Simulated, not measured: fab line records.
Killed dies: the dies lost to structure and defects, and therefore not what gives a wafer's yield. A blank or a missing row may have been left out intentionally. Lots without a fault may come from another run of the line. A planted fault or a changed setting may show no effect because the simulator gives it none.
Problem report in the 8D (eight disciplines) form, filled by code + flow rit-cmos + the parts of the form that need people (team, actions taken, sign-off) are left out

1. WHAT WENT WRONG
Wafers without a fault read 6.7, standard deviation 2.9; killed-at-front-end at RIT_M1_PROBE_99 reads a mean of 43.2 on 6 wafers belonging to 2 lots. Relative to the usual mean, that is a shift of +13 standard deviations.
Seen first at day 6 09:12 on prober-02, wafer L986.1. At this step, 27 wafers from 9 lots have a number in the record. By rule, "out" or "out of limits" means more than 4 standard deviations away from the usual mean. Any other wafer with a number is counted as sound.

2. WHAT IT IS, AND WHAT IT ISN'T
| question                    | is                               | is not                                                                                |
|-----------------------------|----------------------------------|---------------------------------------------------------------------------------------|
| which readings at this step | killed-at-front-end, killed-dies | killed_at_M0_to_M3, killed-at-contacts, killed-open, killed-short                     |
| which lots                  | L986, L988                       | L976, L980, L985, L991, L993, L994, L995                                              |
| which wafers of those lots  | all that have a number           | -                                                                                     |
| read on which tools         | prober-02                        | prober-01                                                                             |
| when                        | from day 6 09:12                 | up to then (9 sound wafers); but 12 sound wafers of L991, L993, L994, L995 came after |

3. THE SUSPECTS, EACH WITH WHAT RULES IT OUT
Counting: any tool at a process step up to the reading is kept as a suspect provided that every lot that is out went through it and no sound lot did after the first of them.
- pvd-sputter-01 at RIT_SILICIDE_SPUTTER_01 (material Ti, target thk 30 nm, time 240 s): kept. It processed each lot that is out, first L986 at day 6 00:45, and no sound lot thereafter; up to then, the last sound lot it processed was L980 at day 4 17:44.
- prober-02 at RIT_M1_PROBE_99: ruled out as a lasting fault. Sound lots L991, L993, L994 ran on it after its first lot that is out, L986 (day 6 09:12).
Remaining after the count: pvd-sputter-01 at RIT_SILICIDE_SPUTTER_01.

4. THE CAUSE (what the simulator had put in)
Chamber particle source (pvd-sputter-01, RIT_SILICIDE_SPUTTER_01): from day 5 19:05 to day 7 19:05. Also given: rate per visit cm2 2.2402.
After counting, this tool was the only one left.

5. THE EFFECT CHAIN, in route order
Each row: a reading where the mean over the struck wafers with a number is more than 3 standard deviations away from the usual. Readings are gone through only where the record gives a usual standard deviation; hours: the median, over the lots, of the time from a lot's start at the first step in this table giving one to that lot's start at this step; sigmas: the change measured in usual standard deviations.
| hours | step            | reading             | usual | on struck wafers | change | sigmas |
|-------|-----------------|---------------------|-------|------------------|--------|--------|
| 0     | RIT_M1_PROBE_99 | killed-at-front-end | 6.7   | 43.2             | +36.5  | +13    |
| 0     | RIT_M1_PROBE_99 | killed-dies         | 6.8   | 43.2             | +36.4  | +13    |
| 0     | RIT_M1_PROBE_99 | killed-on-rim       | 1.8   | 7.3              | +5.5   | +4.3   |
Here are the process steps it includes:
- RIT_M1_PROBE_99

6. HOW IT WOULD HAVE BEEN CAUGHT EARLIER
The fault began at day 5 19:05; the first out-of-limits reading in this record came at day 6 09:12, 14 hours later.
No tool reading at RIT_SILICIDE_SPUTTER_01 that has a usual standard deviation in the record was out on any struck wafer, so an alarm limit of 4 standard deviations on those readings would not have fired.
Among the 2 lots that are out, L988 began RIT_SILICIDE_SPUTTER_01 on pvd-sputter-01 after day 6 09:12. Putting the tool on hold at that point would have spared it.
